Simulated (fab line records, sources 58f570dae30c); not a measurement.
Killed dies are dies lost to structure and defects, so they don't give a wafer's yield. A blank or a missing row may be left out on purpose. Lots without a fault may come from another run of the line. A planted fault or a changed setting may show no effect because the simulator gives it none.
fab line records | flow berkeley_cmos170
record lots=14 wafers=42 last_day=14
route steps=331 shown NWELL@29 NLDD@165 CONTACT@232 M3@327
lots that met no fault: from a run of the same line without faults
start_h: hours from the record's first day to the start of the lot's first wafer shown | wait_h: hours since the lot's step before | " the same as in the row above | L1.1+2: a row that stands for several wafers | - no value, or no start given | * or withheld: withheld | < > ~ a bound
route shown NAME@n: a module of which the file shows steps, and the number in the route of the first | usual: mean/standard deviation of fault-free wafers | same: alike in all rows | chamber/n: place in a boat | sites: the reading at each site | _std_site: their standard deviation | _edge_site: outer sites' mean less inner sites' | radius_mm: how far each site lies from the wafer's centre | mask NAME#n: copy n | behind: the tool/chamber that last shaped the wafer | hold: why the lot was held/for how many hours/how that ended | device: the transistor (n, p or np) that didn't switch | end of line: the same wafers' tests at the end of the route | a step without rows: its recipe alone | killed: dies lost to structure and defects at the first sort, not the wafer's yield | map: a wafer's dies, x killed, . not, _ none there
set.NAME: the setting as run; set.NAME@STEP: as run at that earlier step | model.NAME: the simulator's own value behind a step, which no gauge read
steps of the route over a sample of lots; a table a step, a row a wafer
services: from which hour (start_h, from the record's first day; less than 0 if before it) a tool's chamber was out of use, for how many hours, and why
## steps
# step UCB170_NWELL_STRIP_15
# recipe chemistry=O2 power_w=400 pressure_mtorr=3500 platen_temp_c=withheld o2_flow_sccm=400 overash_fraction=0.5
# usual drypump_motor_current_A=5.5/0.39 oes_product_au=0.721/0.0048 strip_time_to_endpoint_s=17.97/0.074
# columns lot.wafer tool chamber start_h wait_h drypump_motor_current_A oes_product_au rf_hours_counter_h strip_time_to_endpoint_s
L798.1 plasma_asher-03 0 52.53 0.1 5.9 0.716 24 17.96
L798.2 " 1 " " 5.6 0.721 24 18.16
L798.4 " 0 " " 5.9 0.717 - 18.06
L799.1 plasma_asher-04 1 52.80 0.1 5.2 0.720 34 17.97
L799.3 " 1 " " 5.3 0.718 - 18.01
L799.4 " 0 " " 5.0 0.728 - 17.92
L800.1 plasma_asher-04 0 59.95 0.1 5.0 0.719 35 18.03
L800.3 " 0 " " 5.0 0.711 - 18.10
L800.4 " 1 " " 5.2 0.724 - 17.97
L802.2 plasma_asher-04 0 70.65 0.1 5.0 0.719 36 17.83
L802.3 " 1 " " 5.2 0.715 - 17.98
L802.6 " 1 " " 5.2 0.723 - 17.87
L804.1 plasma_asher-03 0 79.83 0.1 5.8 0.718 26 18.11
L804.4 " 1 " " 5.6 0.717 - 17.95
L804.5 " 0 " " 5.9 0.715 - 18.13
L805.2 plasma_asher-04 1 80.11 0.1 5.2 0.715 36 17.96
L805.3 " 0 " " 5.0 0.726 - 17.93
L805.4 " 1 " " 5.2 0.720 - 17.97
L806.3 plasma_asher-01 0 83.62 0.1 5.3 0.729 - 17.84
L806.5 " 0 " " 5.3 0.724 - 17.98
L806.6 " 1 " " 6.1 0.711 - 17.91
L809.1 plasma_asher-01 0 92.86 0.1 5.3 0.715 36 17.94
L809.2 " 1 " " 6.1 0.723 36 18.02
L809.5 " 0 " " 5.3 0.727 - 17.94
L807.2 plasma_asher-01 1 93.14 0.1 6.1 0.714 36 18.09
L807.4 " 1 " " 6.1 0.724 - 18.05
L807.5 " 0 " " 5.3 0.723 - 18.03
L810.4 plasma_asher-03 0 99.60 0.1 5.8 0.720 - 18.03
L810.5 " 1 " " 5.6 0.720 - 18.00
L810.6 " 0 " " 5.8 0.725 - 17.86
L812.1 plasma_asher-01 1 112.14 0.2 6.1 0.722 39 18.02
L812.3 " 0 " " 5.3 0.727 - 17.98
L812.6 " 0 " " 5.3 0.720 - 17.94
L813.2 plasma_asher-01 0 117.42 0.1 5.3 0.724 40 17.97
L813.4 " 1 " " 6.2 0.715 - 17.91
L813.5 " 1 " " 6.1 0.729 - 18.01
L815.3 plasma_asher-01 1 130.26 0.1 6.1 0.721 - 17.91
L815.4 " 0 " " 5.3 0.719 - 17.91
L815.5 " 0 " " 5.3 0.725 - 17.95
L819.1 plasma_asher-03 1 160.58 0.1 5.6 0.729 35 17.86
L819.2 " 0 " " 5.8 0.721 35 17.95
L819.3 " 1 " " 5.6 0.714 - 17.89
# step UCB170_NLDD_OVL_MEAS_07
# usual NLDD_OVL=1/6.2
# columns lot.wafer tool chamber start_h wait_h NLDD_OVL[nm]
L799.1 overlay-01 - 171.31 0.1 -2
L799.3 " - " " -2
L799.4 " - " " 6
L800.1 overlay-02 - 171.58 0.1 1
L800.3 " - " " 0
L800.4 " - " " 5
L798.1 overlay-01 - 171.88 0.1 1
L798.2 " - " " 8
L798.4 " - " " 2
L802.2 overlay-01 - 172.12 0.1 5
L802.3 " - " " 4
L802.6 " - " " 2
L804.1 overlay-02 - 205.93 0.1 -2
L804.4 " - " " 8
L804.5 " - " " -2
L806.3 overlay-02 - 206.95 0.1 1
L806.5 " - " " 2
L806.6 " - " " 3
L805.2 overlay-02 - 207.32 0.1 23
L805.3 " - " " 8
L805.4 " - " " 18
L807.2 overlay-02 - 219.01 0.1 -8
L807.4 " - " " -10
L807.5 " - " " -13
L809.1 overlay-01 - 219.27 0.1 2
L809.2 " - " " 8
L809.5 " - " " 0
L810.4 overlay-02 - 220.00 0.1 1
L810.5 " - " " 4
L810.6 " - " " 5
L812.1 overlay-02 - 244.10 0.1 3
L812.3 " - " " -8
L812.6 " - " " -9
L813.2 overlay-01 - 245.07 0.1 0
L813.4 " - " " 5
L813.5 " - " " 3
L815.3 overlay-01 - 259.56 0.1 11
L815.4 " - " " 6
L815.5 " - " " 11
L819.1 overlay-01 - 289.58 0.1 -6
L819.2 " - " " 4
L819.3 " - " " 6
# step UCB170_CONTACT_OVL_MEAS_16
# usual CONTACT_OVL=0/4.3
# columns lot.wafer tool chamber start_h wait_h CONTACT_OVL[nm]
L799.1 overlay-01 - 190.46 0.1 -2
L799.3 " - " " -5
L799.4 " - " " 4
L800.1 overlay-01 - 192.24 0.1 6
L800.3 " - " " 8
L800.4 " - " " 1
L798.1 overlay-01 - 192.51 0.1 3
L798.2 " - " " -3
L798.4 " - " " -4
L802.2 overlay-02 - 193.42 0.1 -1
L802.3 " - " " -4
L802.6 " - " " 3
L804.1 overlay-02 - 225.08 0.1 3
L804.4 " - " " -1
L804.5 " - " " 4
L805.2 overlay-01 - 225.21 0.1 -4
L805.3 " - " " -3
L805.4 " - " " 0
L806.3 overlay-02 - 225.77 0.1 -1
L806.5 " - " " 0
L806.6 " - " " -1
L807.2 overlay-02 - 236.34 0.1 1
L807.4 " - " " 7
L807.5 " - " " -2
L809.1 overlay-02 - 236.58 0.1 -9
L809.2 " - " " -7
L809.5 " - " " -8
L810.4 overlay-01 - 239.75 0.1 0
L810.5 " - " " -4
L810.6 " - " " -1
L813.2 overlay-01 - 264.37 0.1 -1
L813.4 " - " " -1
L813.5 " - " " -5
L812.1 overlay-02 - 264.57 0.1 7
L812.3 " - " " 4
L812.6 " - " " 1
L815.3 overlay-01 - 285.73 0.1 3
L815.4 " - " " 1
L815.5 " - " " 3
L819.1 overlay-01 - 307.71 0.1 2
L819.2 " - " " -2
L819.3 " - " " 3
# step UCB170_M3_METAL_ETCH_18
# recipe chemistry=Cl2/BCl3 target=Al stop_on=SiO2 pressure_mtorr=12 target_depth_a=11700 over_etch_frac=0.3 time_s=195 icp_w=600 bias_w=120 Cl2_flow_sccm=90 bcl3_flow_sccm=45
# usual bias_w=120.0/0.39 drypump_motor_current_A=5.9/0.35 he_backside_leak_sccm=3.31/0.3 oes_product_au=0.854/0.01 run_length_s=223.4/0.55 throttle_valve_pct=24.40/0.21
# columns lot.wafer tool chamber start_h wait_h bias_w drypump_motor_current_A he_backside_leak_sccm oes_product_au rf_hours_counter_h run_length_s throttle_valve_pct
L799.1 rie_metal-01 0 206.74 - 119.8 6.1 3.65 0.853 8 224.2 24.17
L799.3 " 0 " " 120.5 6.1 3.82 0.835 - 224.5 24.19
L799.4 " 0 " " 120.1 6.1 3.55 0.828 - 224.3 24.20
L800.1 rie_metal-02 0 207.40 - 119.9 5.1 3.43 0.856 10 224.0 24.78
L800.3 " 1 " " 119.8 6.4 3.05 0.842 - 223.3 24.25
L800.4 " 0 " " 119.8 5.1 3.52 0.847 - 223.5 24.79
L798.1 rie_metal-03 1 208.59 - 120.3 5.7 3.46 0.860 9 223.3 24.49
L798.2 " 0 " " 119.6 5.8 3.17 0.846 6 223.1 24.58
L798.4 " 0 " " 119.7 5.8 3.12 0.845 - 222.8 24.58
L802.2 rie_metal-02 0 209.79 - 120.2 5.1 3.60 0.851 10 223.7 24.81
L802.3 " 1 " " 120.3 6.5 2.95 0.848 - 223.2 24.26
L802.6 " 0 " " 119.6 5.1 3.60 0.856 - 223.4 24.81
L804.1 rie_metal-03 1 241.13 - 120.4 5.7 3.40 0.865 9 223.3 24.48
L804.4 " 1 " " 120.0 5.7 3.49 0.856 - 223.0 24.51
L804.5 " 1 " " 119.8 5.7 3.47 0.870 - 222.9 24.47
L805.2 rie_metal-02 0 243.58 - 119.8 5.0 3.55 0.855 11 223.6 24.78
L805.3 " 0 " " 119.9 5.1 3.46 0.863 - 223.6 24.79
L805.4 " 1 " " 119.7 6.5 3.19 0.858 - 223.3 24.26
L806.3 rie_metal-03 1 244.84 - 119.7 5.7 3.24 0.860 - 223.1 24.51
L806.5 " 0 " " 120.1 5.8 3.05 0.847 - 223.2 24.58
L806.6 " 1 " " 119.7 5.7 3.15 0.870 - 222.8 24.49
L807.2 rie_metal-01 1 251.09 - 119.6 5.9 3.17 0.863 1 222.8 24.18
L807.4 " 1 " " 119.9 6.0 3.25 0.861 - 223.1 24.19
L807.5 " 1 " " 119.5 6.0 3.15 0.859 - 223.3 24.19
L809.1 rie_metal-02 1 254.20 - 120.0 6.4 3.06 0.844 6 223.6 24.26
L809.2 " 0 " " 120.1 5.1 3.61 0.849 12 223.7 24.81
L809.5 " 1 " " 119.8 6.4 3.08 0.845 - 223.4 24.25
L810.4 rie_metal-01 1 257.48 - 120.0 5.9 3.30 0.873 - 222.9 24.17
L810.5 " 1 " " 120.2 5.9 3.16 0.863 - 223.0 24.16
L810.6 " 0 " " 119.8 6.1 4.03 0.846 - 224.5 24.18
L812.1 rie_metal-02 1 280.23 - 120.0 6.4 2.96 0.849 7 223.6 24.26
L812.3 " 1 " " 120.3 6.5 3.10 0.848 - 223.5 24.25
L812.6 " 1 " " 119.6 6.4 3.13 0.848 - 223.4 24.25
L813.2 rie_metal-03 1 285.73 - - 5.8 3.27 0.975 10 200.8 24.44
L813.4 " 1 " " - 5.7 3.21 0.972 - 200.7 24.44
L813.5 " 0 " " - 5.8 3.19 0.965 - 200.5 24.54
L815.3 rie_metal-03 0 300.18 - - 5.8 3.13 0.950 - 200.8 24.54
L815.4 " 1 " " - 5.7 3.37 0.979 - 200.7 24.43
L815.5 " 1 " " - 5.7 3.42 0.974 - 200.5 24.42
L819.1 rie_metal-01 1 326.77 - 119.7 6.0 3.14 0.879 2 223.0 24.18
L819.2 " 0 " " 120.3 6.1 3.36 0.845 11 224.1 24.20
L819.3 " 1 " " 119.2 6.0 3.23 0.875 - 223.0 24.17
# step UCB170_M3_STRIP_19
# recipe chemistry=O2 power_w=400 pressure_mtorr=3500 platen_temp_c=withheld o2_flow_sccm=400 overash_fraction=0.5
# usual drypump_motor_current_A=5.5/0.46 oes_product_au=0.542/0.019
# columns lot.wafer tool chamber start_h wait_h drypump_motor_current_A oes_product_au rf_hours_counter_h
L799.1 plasma_asher-02 0 207.11 0.3 6.1 0.559 49
L799.3 " 1 " " 5.2 0.559 -
L799.4 " 0 " " 6.1 0.559 -
L800.1 plasma_asher-02 1 207.59 0.1 5.2 0.558 49
L800.3 " 1 " " 5.2 0.510 -
L800.4 " 0 " " 6.1 0.554 -
L798.1 plasma_asher-02 0 208.78 0.1 6.1 0.529 49
L798.2 " 1 " " 5.2 0.548 49
L798.4 " 0 " " 6.1 0.532 -
L802.2 plasma_asher-02 1 209.97 0.1 5.2 0.556 50
L802.3 " 1 " " 5.2 0.509 -
L802.6 " 1 " " 5.2 0.552 -
L804.1 plasma_asher-04 1 241.31 0.1 5.2 0.522 13
L804.4 " 1 " " 5.3 0.510 -
L804.5 " 0 " " 5.0 0.528 -
L805.2 plasma_asher-04 1 243.77 0.1 5.2 0.560 14
L805.3 " 1 " " 5.3 0.557 -
L805.4 " 0 " " 5.0 0.503 -
L806.3 plasma_asher-04 0 245.00 0.1 5.0 0.536 -
L806.5 " 1 " " 5.3 0.538 -
L806.6 " 0 " " 5.0 0.527 -
L807.2 plasma_asher-01 0 251.28 0.1 5.3 0.559 54
L807.4 " 1 " " 6.1 0.561 -
L807.5 " 0 " " 5.3 0.562 -
L809.1 plasma_asher-02 0 254.39 0.1 6.1 0.514 54
L809.2 " 1 " " 5.2 0.549 54
L809.5 " 0 " " 6.1 0.522 -
L810.4 plasma_asher-01 1 257.64 0.1 6.1 0.555 -
L810.5 " 0 " " 5.3 0.549 -
L810.6 " 1 " " 6.2 0.554 -
L812.1 plasma_asher-01 1 280.42 0.1 6.1 0.511 57
L812.3 " 1 " " 6.1 0.511 -
L812.6 " 0 " " 5.3 0.517 -
L813.2 plasma_asher-01 1 285.92 0.1 6.2 0.615 57
L813.4 " 1 " " 6.2 0.601 -
L813.5 " 1 " " 6.1 0.612 -
L815.3 plasma_asher-04 1 300.34 0.1 5.2 0.607 -
L815.4 " 0 " " 5.0 0.609 -
L815.5 " 0 " " 5.0 0.607 -
L819.1 plasma_asher-01 1 326.96 0.1 6.1 0.558 62
L819.2 " 0 " " 5.3 0.558 62
L819.3 " 0 " " 5.3 0.565 -
## services
# columns tool chamber start_h hours kind
rie_metal-02 1 40.27 - clean
rie_metal-02 1 40.27 15.4 scheduled_down
plasma_asher-01 - 46.52 2.8 pm
plasma_asher-03 - 52.90 1.2 repair
plasma_asher-04 - 65.06 2.8 pm
rie_metal-02 - 66.41 1.0 repair
rie_metal-03 - 78.22 1.1 repair
rie_metal-03 1 79.65 14.1 repair
plasma_asher-04 - 83.28 24.0 repair
plasma_asher-04 - 108.75 9.0 pm
plasma_asher-04 0 108.75 9.0 vent_cycle
plasma_asher-04 1 108.75 9.0 vent_cycle
plasma_asher-04 0 117.75 - clean
plasma_asher-04 1 117.75 - clean
rie_metal-03 - 135.49 4.3 pm
plasma_asher-02 - 140.35 0.6 repair
rie_metal-01 1 159.96 10.4 repair
rie_metal-03 - 195.39 0.3 repair
rie_metal-02 - 214.74 2.8 pm
rie_metal-03 - 226.57 0.7 repair
rie_metal-01 - 248.74 2.1 repair
plasma_asher-02 - 287.15 6.9 repair
plasma_asher-03 - 288.63 1.2 repair
plasma_asher-02 - 299.88 1.5 repair
## key
first_sign step=UCB170_M3_METAL_ETCH_18 reading=run_length_s direction=down sigmas=41 usual=* struck=*
effect step=UCB170_M3_METAL_ETCH_18 reading=oes_product_au direction=up sigmas=11 usual=0.854 struck=0.969
effect step=UCB170_M3_STRIP_19 reading=oes_product_au direction=up sigmas=3.6 usual=0.542 struck=0.609
met_at UCB170_M3_METAL_ETCH_18
struck_lots L813,L815
not_acting_at UCB170_NWELL_STRIP_15,UCB170_NLDD_OVL_MEAS_07,UCB170_CONTACT_OVL_MEAS_16
onset_between 244.84 285.73
fault kind=process_parameter_drift tool=rie_metal-03 chamber=- onset_h=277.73 steps=UCB170_M3_METAL_ETCH_18 channel=time_s offset=* shape=step end_h=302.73 acts_in=* stated=*
